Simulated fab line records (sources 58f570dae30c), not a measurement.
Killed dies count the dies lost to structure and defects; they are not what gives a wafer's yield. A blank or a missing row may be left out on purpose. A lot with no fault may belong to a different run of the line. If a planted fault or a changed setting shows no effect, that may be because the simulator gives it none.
The same fault as seen by 2 desks / flow berkeley cmos170 / only its own numbers are on each desk; what lay behind them is given at the end

METROLOGY DESK
Means of the sampled wafers that have a number, per lot and without regard to the tool the lot ran on: this is what the gauges read. A lot is out of limits, marked OUT, if its mean lies more than 4 standard deviations from the usual mean; the brackets give that distance.
Columns: A = PWELL_NITRIDE_THK at UCB170_PWELL_THK_MEAS_06, usual 220.6 nm; B = cd nm at UCB170_V2_CD_MEAS_12, usual 700.2 nm
lot=L339; first seen here=day 2 22:56; A=220.2; B=700.4
lot=L340; first seen here=day 3 06:35; A=216.7; B=700.3
lot=L341; first seen here=day 3 06:35; A=219.3; B=700.7
lot=L342; first seen here=day 3 11:18; A=221.2; B=698.9
lot=L343; first seen here=day 3 19:55; A=220.3; B=700.9
lot=L344; first seen here=day 3 19:55; A=223.3; B=700.9
lot=L345; first seen here=day 4 02:49; A=168.9 (-25) OUT; B=699.8
lot=L358; first seen here=day 6 22:53; A=224.4; B=700.3
lot=L357; first seen here=day 6 22:54; A=219.8; B=700.0
lot=L359; first seen here=day 7 08:25; A=218.7; B=699.0
lot=L360; first seen here=day 7 08:25; A=222.4; B=699.8
lot=L361; first seen here=day 7 11:46; A=224.1; B=700.5
lot=L362; first seen here=day 7 11:49; A=220.5; B=699.4
This desk's finding: out of limits on L345; first on L345, day 4 02:49 (PWELL_NITRIDE_THK at UCB170_PWELL_THK_MEAS_06). In limits: L339, L340, L341, L342, L343, L344, L358, L357, L359, L360, L361, L362.

TOOL OWNER'S DESK, lpcvd-02
The tool's own readings at UCB170_PWELL_CVD_05 (deposits Si3N4 from SiH2Cl2/NH3, target thk 220 nm, time 3300 s): means of the sampled wafers that have a number, for each lot that ran on this tool. A lot is out of limits, marked OUT, if its mean lies more than 4 standard deviations from the usual mean; the brackets give that distance.
Columns: A = spike tc source C at UCB170_PWELL_CVD_05, usual 822.4 C
lot=L343; first seen here=day 3 18:00; A=822.1
lot=L344; first seen here=day 3 18:00; A=824.4
lot=L345; first seen here=day 4 00:54; A=821.7
lot=L357; first seen here=day 6 20:58; A=820.8
lot=L358; first seen here=day 6 20:58; A=821.5
lot=L359; first seen here=day 7 06:30; A=821.7
lot=L360; first seen here=day 7 06:30; A=823.0
lot=L361; first seen here=day 7 09:51; A=823.6
lot=L362; first seen here=day 7 09:51; A=822.3
This desk's finding: nothing out of limits on any of the 9 lots.

TAKEN TOGETHER
The metrology desk could have raised an alarm at day 4 02:49, on L345.
The tool owner's desk saw nothing out of limits.
The tool owner's desk has L345 on record, within its limits.
On lpcvd-02, each named lot ran UCB170_PWELL_CVD_05.

WHAT THE SIMULATOR HAD PUT IN
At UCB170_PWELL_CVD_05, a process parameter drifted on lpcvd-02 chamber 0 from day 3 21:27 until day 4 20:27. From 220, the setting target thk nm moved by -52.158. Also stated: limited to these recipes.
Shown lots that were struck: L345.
Hours from the fault's start to each desk's first reading out of limits: the metrology desk, 5.
